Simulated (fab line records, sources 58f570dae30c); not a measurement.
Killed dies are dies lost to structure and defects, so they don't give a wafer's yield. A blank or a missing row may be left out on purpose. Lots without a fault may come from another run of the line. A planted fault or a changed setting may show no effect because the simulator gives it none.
fab line records | flow berkeley_cmos170
record lots=14 wafers=42 last_day=12
route steps=331 shown NVT@111
lots that met no fault: from a run of the same line without faults
start_h: hours from the record's first day to the start of the lot's first wafer shown | wait_h: hours since the lot's step before | " the same as in the row above | L1.1+2: a row that stands for several wafers | - no value, or no start given | * or withheld: withheld | < > ~ a bound
route shown NAME@n: a module of which the file shows steps, and the number in the route of the first | usual: mean/standard deviation of fault-free wafers | same: alike in all rows | chamber/n: place in a boat | sites: the reading at each site | _std_site: their standard deviation | _edge_site: outer sites' mean less inner sites' | radius_mm: how far each site lies from the wafer's centre | mask NAME#n: copy n | behind: the tool/chamber that last shaped the wafer | hold: why the lot was held/for how many hours/how that ended | device: the transistor (n, p or np) that didn't switch | end of line: the same wafers' tests at the end of the route | a step without rows: its recipe alone | killed: dies lost to structure and defects at the first sort, not the wafer's yield | map: a wafer's dies, x killed, . not, _ none there
set.NAME: the setting as run; set.NAME@STEP: as run at that earlier step | model.NAME: the simulator's own value behind a step, which no gauge read
steps of the route over a sample of lots; a table a step, a row a wafer
services: from which hour (start_h, from the record's first day; less than 0 if before it) a tool's chamber was out of use, for how many hours, and why
## steps
# step UCB170_NVT_IMPLANT_07
# recipe species=BF2 dose_cm2=3e+12 energy_kev=50 tilt_deg=7
# usual dose_ions_cm2=3e+12/3.1e+09 faraday_current_uA=9.51/0.19 tilt_deg=6.995/0.02
# columns lot.wafer tool chamber start_h wait_h dose_ions_cm2 faraday_current_uA tilt_deg
L554.1 implanter-03 0 103.47 0.0 2.993e+12 9.45 6.946
L554.2 " 0 " " 2.994e+12 9.39 6.954
L554.5 " 0 " " 2.999e+12 9.29 6.996
L553.1 implanter-01 0 103.68 0.0 2.996e+12 9.47 7.002
L553.3 " 0 " " 2.998e+12 9.05 7.000
L553.5 " 0 " " 3e+12 9.34 7.021
L555.3 implanter-03 0 117.07 0.1 3.004e+12 9.47 6.985
L555.5 " 0 " " 3e+12 9.88 7.014
L555.6 " 0 " " 3.006e+12 9.75 7.019
L558.3 implanter-01 0 134.08 0.1 2.994e+12 9.46 6.966
L558.5 " 0 " " 3e+12 9.63 6.984
L558.6 " 0 " " 2.998e+12 9.49 7.022
L557.2 implanter-02 0 134.33 0.0 3.003e+12 9.65 6.978
L557.4 " 0 " " 2.999e+12 9.76 6.973
L557.5 " 0 " " 3.001e+12 9.84 6.977
L559.1 implanter-01 0 146.98 0.0 2.998e+12 9.56 7.002
L559.3 " 0 " " 3e+12 9.83 6.998
L559.6 " 0 " " 3e+12 9.59 7.014
L561.1 implanter-01 0 155.58 0.0 2.998e+12 9.52 7.018
L561.4 " 0 " " 3.003e+12 9.44 7.029
L561.5 " 0 " " 2.997e+12 9.86 7.024
L560.1 implanter-02 0 155.86 0.0 3.003e+12 9.37 6.967
L560.3 " 0 " " 3.007e+12 9.17 7.007
L560.5 " 0 " " 3.003e+12 9.65 6.986
L562.3 implanter-02 0 160.14 0.1 3.001e+12 9.28 6.986
L562.4 " 0 " " 3.002e+12 9.46 6.974
L562.5 " 0 " " 2.999e+12 9.88 6.982
L563.3 implanter-03 0 167.55 0.1 3.002e+12 9.63 7.009
L563.4 " 0 " " 3.002e+12 9.78 7.001
L563.6 " 0 " " 2.998e+12 9.73 7.014
L564.2 implanter-01 0 167.85 0.0 3e+12 9.60 7.005
L564.4 " 0 " " 2.999e+12 9.43 7.006
L564.5 " 0 " " 2.994e+12 9.39 6.993
L566.1 implanter-01 0 174.30 0.0 3.003e+12 9.49 7.001
L566.4 " 0 " " 2.997e+12 9.64 6.991
L566.5 " 0 " " 3.002e+12 9.27 7.001
L573.1 implanter-02 0 214.65 0.0 4.494e+12 13.94 6.979
L573.3 " 0 " " 4.493e+12 14.20 6.998
L573.4 " 0 " " 4.492e+12 14.45 6.998
L576.1 implanter-02 0 234.60 0.0 4.492e+12 14.17 6.950
L576.2 " 0 " " 4.492e+12 14.82 6.963
L576.4 " 0 " " 4.492e+12 14.46 6.993
# step UCB170_NVT_TW_MEAS_09
# usual NVT_TW=521/4.4
# columns lot.wafer tool chamber start_h wait_h NVT_TW
L554.1 film_metro-02 - 103.72 0.1 516
L554.2 " - " " 520
L554.5 " - " " 517
L553.1 film_metro-01 - 103.93 0.1 522
L553.3 " - " " 524
L553.5 " - " " 524
L555.3 film_metro-04 - 117.29 0.1 526
L555.5 " - " " 523
L555.6 " - " " 524
L558.3 film_metro-02 - 134.33 0.1 513
L558.5 " - " " 513
L558.6 " - " " 513
L557.2 film_metro-01 - 134.57 0.1 526
L557.4 " - " " 522
L557.5 " - " " 519
L559.1 film_metro-01 - 147.23 0.1 521
L559.3 " - " " 523
L559.6 " - " " 525
L561.1 film_metro-02 - 155.83 0.1 516
L561.4 " - " " 515
L561.5 " - " " 516
L560.1 film_metro-02 - 156.11 0.1 516
L560.3 " - " " 518
L560.5 " - " " 514
L562.3 film_metro-04 - 160.36 0.1 526
L562.4 " - " " 524
L562.5 " - " " 528
L563.3 film_metro-02 - 167.77 0.1 515
L563.4 " - " " 515
L563.6 " - " " 515
L564.2 film_metro-01 - 168.09 0.1 522
L564.4 " - " " 522
L564.5 " - " " 525
L566.1 film_metro-04 - 174.55 0.1 525
L566.4 " - " " 526
L566.5 " - " " 526
L573.1 film_metro-02 - 214.90 0.1 585
L573.3 " - " " 587
L573.4 " - " " 585
L576.1 film_metro-02 - 234.85 0.1 587
L576.2 " - " " 587
L576.4 " - " " 587
## services
# columns tool chamber start_h hours kind
implanter-01 - 119.15 2.2 repair
implanter-03 - 132.20 4.1 repair
implanter-02 - 141.83 6.3 repair
implanter-02 - 166.57 2.1 repair
implanter-01 - 179.72 2.5 pm
implanter-02 - 197.22 5.2 pm
implanter-03 - 230.57 6.1 pm
## key
first_sign step=UCB170_NVT_IMPLANT_07 reading=dose_ions_cm2 direction=up sigmas=99+ usual=3e+12 struck=4.493e+12
effect step=UCB170_NVT_IMPLANT_07 reading=faraday_current_uA direction=up sigmas=26 usual=9.51 struck=14.34
effect step=UCB170_NVT_TW_MEAS_09 reading=NVT_TW direction=up sigmas=15 usual=521 struck=586
met_at UCB170_NVT_IMPLANT_07
struck_lots L573,L576
tester_left_out L573,L576
onset_between 160.14 214.65
fault kind=process_parameter_drift tool=implanter-02 chamber=- onset_h=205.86 steps=UCB170_NVT_IMPLANT_07 channel=dose_cm2 offset=1.4929e+12 shape=step end_h=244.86 acts_in=these_recipes_only stated=3e+12
# tester_left_out: of these lots the tester's yield and bins aren't shown, on N5 and GAA mostly nor the transistor test; their killed dies are dies lost to structure and defects alone, not to doping, threshold or leakage, so they don't give the yield
